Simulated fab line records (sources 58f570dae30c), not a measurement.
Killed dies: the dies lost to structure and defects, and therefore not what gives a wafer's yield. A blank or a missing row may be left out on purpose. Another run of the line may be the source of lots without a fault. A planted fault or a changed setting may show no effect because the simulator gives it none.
fab line records	flow berkeley-cmos170
record: lots: 5	wafers: 23
route steps=331 shown CONTACT@217 M1@242 V1@254 V2@294 M3@310
start-h: hours from the record's opening day to when the first of the lot's shown wafers began	wait-h: hours since the lot's step before	" as in the row above	L1.1+2: a row that stands for several wafers	- no value, or no start was given	* or withheld: withheld	< > ~ a bound
route shown NAME@n: names a module that has steps shown in the file, with the first one's number in the route	usual: average and standard deviation across the fault-free wafers	same: alike in all rows	chamber/n: place in a boat	sites: the reading at each site	_std_site: the values' standard deviation	_edge_site: mean of outer sites minus mean of inner sites	radius-mm: for every site, how far away it sits from the centre of the wafer	mask NAME#n: copy n	behind: the last tool/chamber to shape the wafer	hold: the reason the lot was held/the length of the hold in hours/how it ended	device: the transistor (n, p or np) that didn't switch	end of line: at the end of the route, the tests of the same wafers	step lacking rows: just its recipe	killed: at the first sort, the dies lost to defects and structure; wafer yield is something else	map: per-die view of a wafer (x killed, . not killed, _ where there is no die)
set.NAME: the run value of the setting; set.NAME@STEP: its run value at that earlier step	model.NAME: the simulator's own value behind a step, which no gauge read
one table per step and one row per wafer, for lots whose settings were changed on purpose
== steps ==
step: UCB170_CONTACT_CVD_01
recipe: material: PSG	target-thk-nm: 700	temp-c: 450	precursor: SiH4/O2/PH3	time-s: 2820	pressure-mtorr: 300	sih4-flow-sccm: 60	o2-flow-sccm: 90	ph3-flow-sccm: 25
lot.wafer	tool	chamber	start-h	wait-h	set.o2-flow-sccm	model.PSG_of_CONTACT_CVD_01.thk-nm
L077.1	-	-	-	0.0	90	703.3
L077.2	"	-	"	"	90	700.5
L077.4	"	-	"	"	90	692.8
L077.5	"	-	"	"	90	703.1
L077.6	"	-	"	"	90	703.8
L081.1	lpcvd-01	1	173.37	1.5	90	683.9
L081.2	"	1	"	"	90	681.3
L081.6	"	1	"	"	90	682.3
L085.1	-	-	-	0.0	99.66	738.9
L085.2	"	-	"	"	99.66	736.6
L085.4	"	-	"	"	99.66	738
L085.5	"	-	"	"	99.66	733.5
L085.6	"	-	"	"	99.66	743.7
L082.1	-	-	-	0.0	76.79	647.8
L082.2	"	-	"	"	76.79	646.3
L082.4	"	-	"	"	76.79	644
L082.5	"	-	"	"	76.79	645.7
L082.6	"	-	"	"	76.79	650.7
L084.1	-	-	-	0.0	81.09	669.9
L084.3	"	-	"	"	81.09	672
L084.4	"	-	"	"	81.09	673.8
L084.5	"	-	"	"	81.09	669.7
L084.6	"	-	"	"	81.09	673.2
step: UCB170_CONTACT_THK_MEAS_02
recipe: reads: PSG_of_CONTACT_CVD_01
usual: CONTACT_PSG_THK: 701/7.8
lot.wafer	tool	chamber	start-h	wait-h	set.o2-flow-sccm@CONTACT_CVD_01	CONTACT_PSG_THK[nm]
L077.1	film-metro-01	-	-	-	90	703
L077.2	"	-	"	"	90	700
L077.4	"	-	"	"	90	693
L077.5	"	-	"	"	90	703
L077.6	"	-	"	"	90	704
L081.1	film-metro-01	-	175.15	0.0	90	684
L081.2	"	-	"	"	90	682
L081.6	"	-	"	"	90	683
L085.1	film-metro-03	-	-	-	99.66	739
L085.2	"	-	"	"	99.66	737
L085.4	"	-	"	"	99.66	738
L085.5	"	-	"	"	99.66	734
L085.6	"	-	"	"	99.66	744
L082.1	film-metro-03	-	-	-	76.79	648
L082.2	"	-	"	"	76.79	647
L082.4	"	-	"	"	76.79	644
L082.5	"	-	"	"	76.79	646
L082.6	"	-	"	"	76.79	650
L084.1	film-metro-04	-	-	-	81.09	670
L084.3	"	-	"	"	81.09	672
L084.4	"	-	"	"	81.09	674
L084.5	"	-	"	"	81.09	669
L084.6	"	-	"	"	81.09	674
step: UCB170_CONTACT_ETCH_18
recipe: chemistry: CHF3/CF4/Ar	target: PSG	stop-on: TiSi2	CHF3_flow_sccm: 45	cf4-flow-sccm: 15	Ar_flow_sccm: 150	pressure-mtorr: 200	rf-w: 700	target-depth-a: 8400	over-etch-frac: 0.2	time-s: 195
lot.wafer	tool	chamber	start-h	wait-h	set.time-s	set.o2-flow-sccm@CONTACT_CVD_01	model.etch.depth-nm	model.CONTACT.feature-depth-nm	model.KrF_of_CONTACT_COAT_10.thk-nm
L077.1	rie-diel-04	3	-	-	195	90	-	703.3	683.7
L077.2	"	2	"	"	195	90	-	700.5	691.2
L077.4	"	1	"	"	195	90	692.8	692.8	687.9
L077.5	"	1	"	"	195	90	703.1	703.1	688.4
L077.6	"	0	"	"	195	90	703.8	703.8	681.4
L081.1	rie-diel-03	2	-	-	195	90	683.9	683.9	690.7
L081.2	"	0	"	"	195	90	681.3	681.3	690.2
L081.6	"	0	"	"	195	90	682.3	682.3	690.9
L085.1	rie-diel-03	0	-	-	211.4	99.66	738.9	738.9	676.2
L085.2	"	2	"	"	211.4	99.66	736.6	736.6	678.8
L085.4	"	3	"	"	195	99.66	738	738	691.3
L085.5	"	1	"	"	211.4	99.66	733.5	733.5	680.2
L085.6	"	2	"	"	195	99.66	-	743.7	694.9
L082.1	rie-diel-04	1	-	-	195	76.79	647.8	647.8	694.4
L082.2	"	3	"	"	195	76.79	646.3	646.3	695.4
L082.4	"	2	"	"	172.9	76.79	644	644	724.7
L082.5	"	0	"	"	172.9	76.79	645.7	645.7	718.5
L082.6	"	3	"	"	195	76.79	650.7	650.7	695.4
L084.1	rie-diel-03	3	-	-	195	81.09	669.9	669.9	696.5
L084.3	"	2	"	"	174.2	81.09	672	672	716.5
L084.4	"	0	"	"	195	81.09	673.8	673.8	690.3
L084.5	"	1	"	"	174.2	81.09	-	669.7	715.1
L084.6	"	2	"	"	195	81.09	-	673.2	695.6
step: UCB170_M1_COAT_04
recipe: resist: KrF	spin-rpm: 1500	resist-thk-nm: 900
lot.wafer	tool	chamber	start-h	wait-h	set.spin-rpm	model.KrF_of_M1_COAT_04.thk-nm
L077.1	litho-track-01	0	-	-	1500	899.1
L077.2	"	0	"	"	1540	889
L077.4	"	0	"	"	1500	899.8
L077.5	"	0	"	"	1540	886.3
L077.6	"	0	"	"	1540	886.6
L081.1	litho-track-02	0	-	-	1500	899.2
L081.2	"	0	"	"	1500	899.4
L081.6	"	0	"	"	1500	898.4
L085.1	litho-track-04	0	-	-	1469	910.8
L085.2	"	0	"	"	1500	899.9
L085.4	"	0	"	"	1500	901
L085.5	"	0	"	"	1469	910
L085.6	"	0	"	"	1500	898.8
L082.1	litho-track-04	0	-	-	1589	874.6
L082.2	"	0	"	"	1500	902.2
L082.4	"	0	"	"	1589	873.3
L082.5	"	0	"	"	1589	872.9
L082.6	"	0	"	"	1500	899.5
L084.1	litho-track-01	0	-	-	1500	902.5
L084.3	"	0	"	"	1500	906.4
L084.4	"	0	"	"	1532	894
L084.5	"	0	"	"	1532	896.9
L084.6	"	0	"	"	1500	904.1
step: UCB170_V1_CVD_00
recipe: material: SiO2	target-thk-nm: 2000	temp-c: 390	precursor: TEOS/O2	time-s: 250	rf-w: 550	pressure-mtorr: 9000
lot.wafer	tool	chamber	start-h	wait-h	set.time-s	model.SiO2_of_V1_CVD_00.thk-nm
L077.1	pecvd-01	1	175.08	0.0	250	1968
L077.2	"	0	"	"	275.4	2183
L077.4	"	1	"	"	275.4	2199
L077.5	"	2	"	"	250	2009
L077.6	"	0	"	"	250	1999
L081.1	pecvd-02	2	183.85	0.0	250	1970
L081.2	"	0	"	"	250	1997
L081.6	"	2	"	"	250	2007
L082.1	pecvd-03	2	204.65	0.0	213.3	1705
L082.2	"	0	"	"	213.3	1721
L082.4	"	0	"	"	213.3	1735
L082.5	"	2	"	"	250	2041
L082.6	"	1	"	"	250	1979
L085.1	pecvd-01	0	204.65	0.0	270.9	2164
L085.2	"	2	"	"	250	1994
L085.4	"	1	"	"	270.9	2181
L085.5	"	2	"	"	250	2034
L085.6	"	0	"	"	270.9	2190
L084.1	pecvd-01	2	204.80	0.2	250	1980
L084.3	"	1	"	"	250	1965
L084.4	"	2	"	"	231.7	1859
L084.5	"	0	"	"	250	1988
L084.6	"	1	"	"	231.7	1847
step: UCB170_V1_THK_MEAS_01
recipe: reads: SiO2_of_V1_CVD_00
usual: V1_TEOS_THK: 1998/28
lot.wafer	tool	chamber	start-h	wait-h	set.time-s@V1_CVD_00	V1_TEOS_THK[nm]
L077.1	film-metro-02	-	175.24	0.1	250	1968
L077.2	"	-	"	"	275.4	2182
L077.4	"	-	"	"	275.4	2196
L077.5	"	-	"	"	250	2009
L077.6	"	-	"	"	250	2000
L081.1	film-metro-02	-	184.06	0.1	250	1970
L081.2	"	-	"	"	250	1999
L081.6	"	-	"	"	250	2008
L082.1	film-metro-03	-	204.80	0.1	213.3	1705
L082.2	"	-	"	"	213.3	1722
L082.4	"	-	"	"	213.3	1735
L082.5	"	-	"	"	250	2042
L082.6	"	-	"	"	250	1977
L085.1	film-metro-01	-	204.80	0.1	270.9	2163
L085.2	"	-	"	"	250	1994
L085.4	"	-	"	"	270.9	2183
L085.5	"	-	"	"	250	2034
L085.6	"	-	"	"	270.9	2189
L084.1	film-metro-03	-	204.96	0.1	250	1978
L084.3	"	-	"	"	250	1964
L084.4	"	-	"	"	231.7	1860
L084.5	"	-	"	"	250	1990
L084.6	"	-	"	"	231.7	1847
step: UCB170_V1_PEB_10
recipe: peb-temp-c: 130	peb-time-s: withheld	resist: KrF
lot.wafer	tool	chamber	start-h	wait-h	set.peb-temp-c
L077.1+6	litho-track-03	0	178.99	0.3	132.6
L077.2+4+5	"	0	"	"	130
L081.1+2+6	litho-track-03	0	189.55	1.0	130
L082.1+4	litho-track-03	0	207.65	0.9	132.5
L082.2+5+6	"	0	"	"	130
L085.1+2+4	litho-track-02	0	207.78	0.9	130
L085.5+6	"	0	"	"	126.6
L084.1+3+4+5+6	litho-track-02	0	208.06	0.6	130
step: UCB170_V1_DEVELOP_11
recipe: developer: TMAH	develop-time-s: 45	resist: KrF	dev-temp-c: 21
step: UCB170_V1_CD_MEAS_12
recipe: target-cd-nm: 700
usual: cd-nm: 700.0/2
lot.wafer	tool	chamber	start-h	wait-h	set.peb-temp-c@V1_PEB_10	cd-nm
L077.1	cd-sem-01	-	179.27	-	132.6	714.4
L077.2	"	-	"	"	130	701.1
L077.4	"	-	"	"	130	699.5
L077.5	"	-	"	"	130	698.3
L077.6	"	-	"	"	132.6	716.2
L081.1	cd-sem-01	-	189.82	-	130	702.9
L081.2	"	-	"	"	130	701.3
L081.6	"	-	"	"	130	703.0
L082.1	cd-sem-01	-	207.92	-	132.5	714.1
L082.2	"	-	"	"	130	698.8
L082.4	"	-	"	"	132.5	715.7
L082.5	"	-	"	"	130	700.3
L082.6	"	-	"	"	130	699.4
L085.1	cd-sem-02	-	208.06	-	130	697.3
L085.2	"	-	"	"	130	696.5
L085.4	"	-	"	"	130	698.0
L085.5	"	-	"	"	126.6	670.5
L085.6	"	-	"	"	126.6	671.4
L084.1	cd-sem-02	-	208.33	-	130	696.4
L084.3	"	-	"	"	130	697.6
L084.4	"	-	"	"	130	698.2
L084.5	"	-	"	"	130	696.2
L084.6	"	-	"	"	130	697.0
step: UCB170_V1_ETCH_14
recipe: chemistry: CHF3/CF4/Ar	target: SiO2	stop-on: Al	CHF3_flow_sccm: 45	cf4-flow-sccm: 15	Ar_flow_sccm: 150	pressure-mtorr: 200	rf-w: 700	target-depth-a: 12500	over-etch-frac: 0.25	time-s: 291
lot.wafer	tool	chamber	start-h	wait-h	set.rf-w	set.peb-temp-c@V1_PEB_10	model.V1.cd-nm
L077.1	rie-diel-03	2	179.42	0.0	700	132.6	715.1
L077.2	"	3	"	"	700	130	700.5
L077.4	"	1	"	"	700	130	699.3
L077.5	"	3	"	"	700	130	697.6
L077.6	"	2	"	"	700	132.6	716.6
L081.1	rie-diel-01	1	189.98	0.0	700	130	704.1
L081.2	"	0	"	"	700	130	701.8
L081.6	"	0	"	"	700	130	702.8
L082.1	rie-diel-01	1	208.08	0.0	700	132.5	715.2
L082.2	"	0	"	"	750.5	130	699
L082.4	"	0	"	"	750.5	132.5	716.4
L082.5	"	1	"	"	700	130	701.5
L082.6	"	0	"	"	750.5	130	700.2
L085.1	rie-diel-03	3	208.21	0.0	700	130	696.7
L085.2	"	0	"	"	700	130	695.4
L085.4	"	1	"	"	700	130	697.5
L085.5	"	2	"	"	700	126.6	670
L085.6	"	1	"	"	700	126.6	670.7
L084.1	rie-diel-01	1	208.49	0.0	626	130	695.9
L084.3	"	1	"	"	700	130	698.8
L084.4	"	0	"	"	626	130	696.5
L084.5	"	1	"	"	626	130	696
L084.6	"	0	"	"	700	130	696.8
step: UCB170_V1_STRIP_15
recipe: chemistry: O2	power-w: 400	pressure-mtorr: 3500	platen-temp-c: withheld	o2-flow-sccm: 400	overash-fraction: 0.5
step: UCB170_V1_CD_MEAS_90
recipe: target-cd-nm: 700
usual: cd-nm: 699.8/2.2
lot.wafer	tool	chamber	start-h	wait-h	set.peb-temp-c@V1_PEB_10	cd-nm
L077.1	cd-sem-02	-	179.70	0.1	132.6	714.9
L077.2	"	-	"	"	130	700.7
L077.4	"	-	"	"	130	699.2
L077.5	"	-	"	"	130	697.3
L077.6	"	-	"	"	132.6	716.4
L081.1	cd-sem-02	-	190.26	0.1	130	704.1
L081.2	"	-	"	"	130	701.8
L081.6	"	-	"	"	130	702.9
L082.1	cd-sem-01	-	208.45	0.1	132.5	715.3
L082.2	"	-	"	"	130	699.1
L082.4	"	-	"	"	132.5	716.8
L082.5	"	-	"	"	130	701.7
L082.6	"	-	"	"	130	700.3
L085.1	cd-sem-02	-	208.49	0.1	130	697.2
L085.2	"	-	"	"	130	695.2
L085.4	"	-	"	"	130	697.6
L085.5	"	-	"	"	126.6	670.1
L085.6	"	-	"	"	126.6	670.6
L084.1	cd-sem-01	-	208.85	0.1	130	695.8
L084.3	"	-	"	"	130	698.8
L084.4	"	-	"	"	130	696.5
L084.5	"	-	"	"	130	696.1
L084.6	"	-	"	"	130	696.4
step: UCB170_V2_CMP_02
recipe: material: SiO2	down-force-psi: 6	platen-rpm: 60	pad-velocity-m-s: 0.75398
lot.wafer	tool	chamber	start-h	wait-h	set.leave-above-ref-nm	model.SiO2_of_V2_CVD_00.thk-nm
L077.2+1	cmp-01	2,3	183.23	0.0	1000	-
L077.4	"	0	"	"	1000	999
L077.6	"	2	"	"	1000	1001
L077.5	"	3	"	"	1000	1000
L081.1	cmp-02	1	193.88	0.1	1000	1001
L081.2	"	3	"	"	1000	998.7
L081.6	"	2	"	"	1000	999.6
L082.1	cmp-02	1	211.62	0.1	1000	999.9
L082.2	"	2	"	"	1000	997.9
L082.4+6	"	3,0	"	"	1054	1051
L082.5	"	1	"	"	1054	1053
L085.1	cmp-02	2	212.14	0.1	932.3	932.5
L085.2	"	3	"	"	1000	997.5
L085.4	"	0	"	"	1000	997.6
L085.5	"	1	"	"	1000	999.6
L085.6	"	2	"	"	932.3	-
L084.4	cmp-02	0	212.70	0.0	1000	999.4
L084.1	"	1	"	"	1000	1002
L084.3	"	2	"	"	934.5	935.1
L084.5+6	"	0,1	"	"	934.5	-
step: UCB170_V2_THK_MEAS_04
recipe: reads: SiO2_of_V2_CVD_00
usual: V2_POLISHED_THK: 999.9/1.3
lot.wafer	tool	chamber	start-h	wait-h	set.leave-above-ref-nm@V2_CMP_02	V2_POLISHED_THK[nm]
L077.1	film-metro-04	-	183.65	0.1	1000	1001.9
L077.2	"	-	"	"	1000	999.8
L077.4	"	-	"	"	1000	999.1
L077.5	"	-	"	"	1000	1000.7
L077.6	"	-	"	"	1000	1001.4
L081.1	film-metro-04	-	194.30	0.1	1000	1001.1
L081.2	"	-	"	"	1000	998.6
L081.6	"	-	"	"	1000	999.5
L082.1	film-metro-04	-	211.99	0.1	1000	999.6
L082.2	"	-	"	"	1000	997.8
L082.4	"	-	"	"	1054	1051.2
L082.5	"	-	"	"	1054	1051.7
L082.6	"	-	"	"	1054	1049.7
L085.1	film-metro-04	-	212.51	0.1	932.3	932.8
L085.2	"	-	"	"	1000	997.4
L085.4	"	-	"	"	1000	997.8
L085.5	"	-	"	"	1000	999.2
L085.6	"	-	"	"	932.3	931.1
L084.1	film-metro-03	-	213.12	0.1	1000	1002.2
L084.3	"	-	"	"	934.5	935.3
L084.4	"	-	"	"	1000	999.4
L084.5	"	-	"	"	934.5	934.4
L084.6	"	-	"	"	934.5	934.9
step: UCB170_V2_SOFTBAKE_08
recipe: resist: KrF	temp-c: 130	time-s: 60
lot.wafer	tool	chamber	start-h	wait-h	set.time-s
L077.1+5	litho-track-03	0	185.19	0.1	60
L077.2+4+6	"	0	"	"	57.08
L081.1+2+6	litho-track-04	0	195.58	0.1	60
L082.1+2+4+5+6	litho-track-04	0	212.56	0.1	60
L085.1+2+4+5+6	litho-track-02	0	213.26	0.1	60
L084.1+3	litho-track-04	0	213.91	0.1	60
L084.4+5+6	"	0	"	"	56.72
step: UCB170_V2_EXPOSE_09
recipe: mask-id: VIA2	target-cd-nm: 700	na: 0.5	sigma-outer: 0.6	source-shape: conventional	dose-mj: 36.31
step: UCB170_V2_PEB_10
recipe: peb-temp-c: 130	peb-time-s: withheld	resist: KrF
step: UCB170_V2_ETCH_14
recipe: chemistry: CHF3/CF4/Ar	target: SiO2	stop-on: Al	CHF3_flow_sccm: 45	cf4-flow-sccm: 15	Ar_flow_sccm: 150	pressure-mtorr: 200	rf-w: 700	target-depth-a: 12500	over-etch-frac: 0.25	time-s: 305
lot.wafer	tool	chamber	start-h	wait-h	set.leave-above-ref-nm@V2_CMP_02	model.V2.feature-depth-nm	model.etch.depth-nm
L077.1	rie-diel-03	1	186.14	0.0	1000	1002	-
L077.2	"	0	"	"	1000	1001	-
L077.4	"	2	"	"	1000	999.8	999
L077.5	"	2	"	"	1000	1001	1000
L077.6	"	3	"	"	1000	1002	1001
L081.1	rie-diel-02	1	197.06	0.0	1000	1001	1001
L081.2	"	2	"	"	1000	999.7	998.7
L081.6	"	1	"	"	1000	1000	999.6
L082.1	rie-diel-04	2	213.39	0.0	1000	1001	999.9
L082.2	"	1	"	"	1000	999.5	997.9
L082.4+6	"	0,2	"	"	1054	1053	1051
L082.5	"	3	"	"	1054	1055	1053
L085.1	rie-diel-03	2	214.24	0.0	932.3	933.3	932.5
L085.2	"	0	"	"	1000	998.2	997.5
L085.4	"	3	"	"	1000	998.9	997.6
L085.5	"	2	"	"	1000	1000	999.6
L085.6	"	1	"	"	932.3	932.5	-
L084.1	rie-diel-02	1	214.92	0.0	1000	1003	1002
L084.3	"	2	"	"	934.5	936	935.1
L084.4	"	3	"	"	1000	1001	999.4
L084.5	"	0	"	"	934.5	935.6	-
L084.6	"	1	"	"	934.5	935.9	-
step: UCB170_M3_SPUTTER_01
recipe: material: Al	target-thk-nm: 900	time-s: 120	power-w: 6000	chamber-pressure-pa: 0.5
lot.wafer	tool	chamber	start-h	wait-h	set.time-s	model.Al_of_M3_SPUTTER_01.thk-nm
L077.1	pvd-sputter-02	-	186.61	0.0	105.9	789.5
L077.2	"	-	"	"	105.9	809.7
L077.4	"	-	"	"	120	879.1
L077.5	"	-	"	"	120	897.3
L077.6	"	-	"	"	120	900.8
L081.1	pvd-sputter-03	-	197.52	0.0	120	892.7
L081.2	"	-	"	"	120	908.8
L081.6	"	-	"	"	120	904.9
L082.1	pvd-sputter-01	-	213.87	0.0	120	908.6
L082.2	"	-	"	"	120	893.7
L082.4	"	-	"	"	120	902.3
L082.5	"	-	"	"	120	902.1
L082.6	"	-	"	"	120	909.4
L085.1	pvd-sputter-03	-	214.87	0.0	120	892.2
L085.2	"	-	"	"	114.1	851.8
L085.4	"	-	"	"	120	875.7
L085.5	"	-	"	"	120	871.2
L085.6	"	-	"	"	114.1	833.8
L084.1	pvd-sputter-01	-	215.39	0.0	120	920.2
L084.3	"	-	"	"	120	893.8
L084.4	"	-	"	"	120	897.8
L084.5	"	-	"	"	133.9	1020
L084.6	"	-	"	"	133.9	1007
step: UCB170_M3_RS_MEAS_02
recipe: thk-meas-gauge: four-point-probe	reads: Al_of_M3_SPUTTER_01
usual: M3_AL_RS: 0.0322/0.00041
lot.wafer	tool	chamber	start-h	wait-h	set.time-s@M3_SPUTTER_01	M3_AL_RS[ohm/sq]
L077.1	film-metro-02	-	186.69	0.0	105.9	0.0367
L077.2	"	-	"	"	105.9	0.0358
L077.4	"	-	"	"	120	0.0329
L077.5	"	-	"	"	120	0.0322
L077.6	"	-	"	"	120	0.0321
L081.1	film-metro-04	-	197.61	0.0	120	0.0323
L081.2	"	-	"	"	120	0.0318
L081.6	"	-	"	"	120	0.0319
L082.1	film-metro-04	-	213.96	0.0	120	0.0317
L082.2	"	-	"	"	120	0.0323
L082.4	"	-	"	"	120	0.0320
L082.5	"	-	"	"	120	0.0320
L082.6	"	-	"	"	120	0.0317
L085.1	film-metro-04	-	214.95	0.0	120	0.0324
L085.2	"	-	"	"	114.1	0.0339
L085.4	"	-	"	"	120	0.0330
L085.5	"	-	"	"	120	0.0332
L085.6	"	-	"	"	114.1	0.0346
L084.1	film-metro-02	-	215.47	0.0	120	0.0314
L084.3	"	-	"	"	120	0.0323
L084.4	"	-	"	"	120	0.0322
L084.5	"	-	"	"	133.9	0.0283
L084.6	"	-	"	"	133.9	0.0286
step: UCB170_M3_THK_MEAS_03
recipe: thk-meas-gauge: xrf	reads: Al_of_M3_SPUTTER_01
usual: M3_AL_THK: 893/13
lot.wafer	tool	chamber	start-h	wait-h	set.time-s@M3_SPUTTER_01	M3_AL_THK[nm]
L077.1	film-metro-02	-	186.81	0.1	105.9	786
L077.2	"	-	"	"	105.9	802
L077.4	"	-	"	"	120	876
L077.5	"	-	"	"	120	895
L077.6	"	-	"	"	120	898
L081.1	film-metro-04	-	197.73	0.1	120	883
L081.2	"	-	"	"	120	898
L081.6	"	-	"	"	120	902
L082.1	film-metro-04	-	214.08	0.1	120	897
L082.2	"	-	"	"	120	879
L082.4	"	-	"	"	120	897
L082.5	"	-	"	"	120	895
L082.6	"	-	"	"	120	905
L085.1	film-metro-04	-	215.07	0.1	120	886
L085.2	"	-	"	"	114.1	844
L085.4	"	-	"	"	120	867
L085.5	"	-	"	"	120	866
L085.6	"	-	"	"	114.1	832
L084.1	film-metro-02	-	215.59	0.1	120	921
L084.3	"	-	"	"	120	896
L084.4	"	-	"	"	120	895
L084.5	"	-	"	"	133.9	1019
L084.6	"	-	"	"	133.9	1010
== key ==
split: step: UCB170_CONTACT_CVD_01	setting: o2-flow-sccm	stated: 90	by: lot
response: step: UCB170_CONTACT_CVD_01	reading: model.PSG_of_CONTACT_CVD_01.thk-nm	change: +3.38	per: 1%	r: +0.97
response: step: UCB170_CONTACT_THK_MEAS_02	reading: CONTACT_PSG_THK	change: +3.4	per: 1%	r: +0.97
response: step: UCB170_CONTACT_ETCH_18	reading: model.etch.depth-nm	change: +3.35	per: 1%	r: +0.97
response: step: UCB170_CONTACT_ETCH_18	reading: model.CONTACT.feature-depth-nm	change: +3.38	per: 1%	r: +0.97
split: step: UCB170_CONTACT_ETCH_18	setting: time-s	stated: 195	by: wafer
response: step: UCB170_CONTACT_ETCH_18	reading: model.KrF_of_CONTACT_COAT_10.thk-nm	change: -2.09	per: 1%	r: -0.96
split: step: UCB170_M1_COAT_04	setting: spin-rpm	stated: 1500	by: wafer
response: step: UCB170_M1_COAT_04	reading: model.KrF_of_M1_COAT_04.thk-nm	change: -4.59	per: 1%	r: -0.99
split: step: UCB170_V1_CVD_00	setting: time-s	stated: 250	by: wafer
response: step: UCB170_V1_CVD_00	reading: model.SiO2_of_V1_CVD_00.thk-nm	change: +19.3	per: 1%	r: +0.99
response: step: UCB170_V1_THK_MEAS_01	reading: V1_TEOS_THK	change: +19.3	per: 1%	r: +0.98
split: step: UCB170_V1_PEB_10	setting: peb-temp-c	stated: 130	by: wafer
response: step: UCB170_V1_CD_MEAS_12	reading: cd-nm	change: +8.94	per: 1%	r: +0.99
response: step: UCB170_V1_ETCH_14	reading: model.V1.cd-nm	change: +9.06	per: 1%	r: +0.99
response: step: UCB170_V1_CD_MEAS_90	reading: cd-nm	change: +9.1	per: 1%	r: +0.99
split: step: UCB170_V1_ETCH_14	setting: rf-w	stated: 700	by: wafer
response none clear
split: step: UCB170_V2_CMP_02	setting: leave-above-ref-nm	stated: 1000	by: wafer
response: step: UCB170_V2_CMP_02	reading: model.SiO2_of_V2_CVD_00.thk-nm	change: +9.82	per: 1%	r: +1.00
response: step: UCB170_V2_THK_MEAS_04	reading: V2_POLISHED_THK	change: +9.85	per: 1%	r: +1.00
response: step: UCB170_V2_ETCH_14	reading: model.V2.feature-depth-nm	change: +9.9	per: 1%	r: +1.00
response: step: UCB170_V2_ETCH_14	reading: model.etch.depth-nm	change: +9.82	per: 1%	r: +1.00
split: step: UCB170_V2_SOFTBAKE_08	setting: time-s	stated: 60	by: wafer
response none clear
split: step: UCB170_M3_SPUTTER_01	setting: time-s	stated: 120	by: wafer
response: step: UCB170_M3_SPUTTER_01	reading: model.Al_of_M3_SPUTTER_01.thk-nm	change: +8.59	per: 1%	r: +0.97
response: step: UCB170_M3_RS_MEAS_02	reading: M3_AL_RS	change: -0.000314	per: 1%	r: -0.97
response: step: UCB170_M3_THK_MEAS_03	reading: M3_AL_THK	change: +8.7	per: 1%	r: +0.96
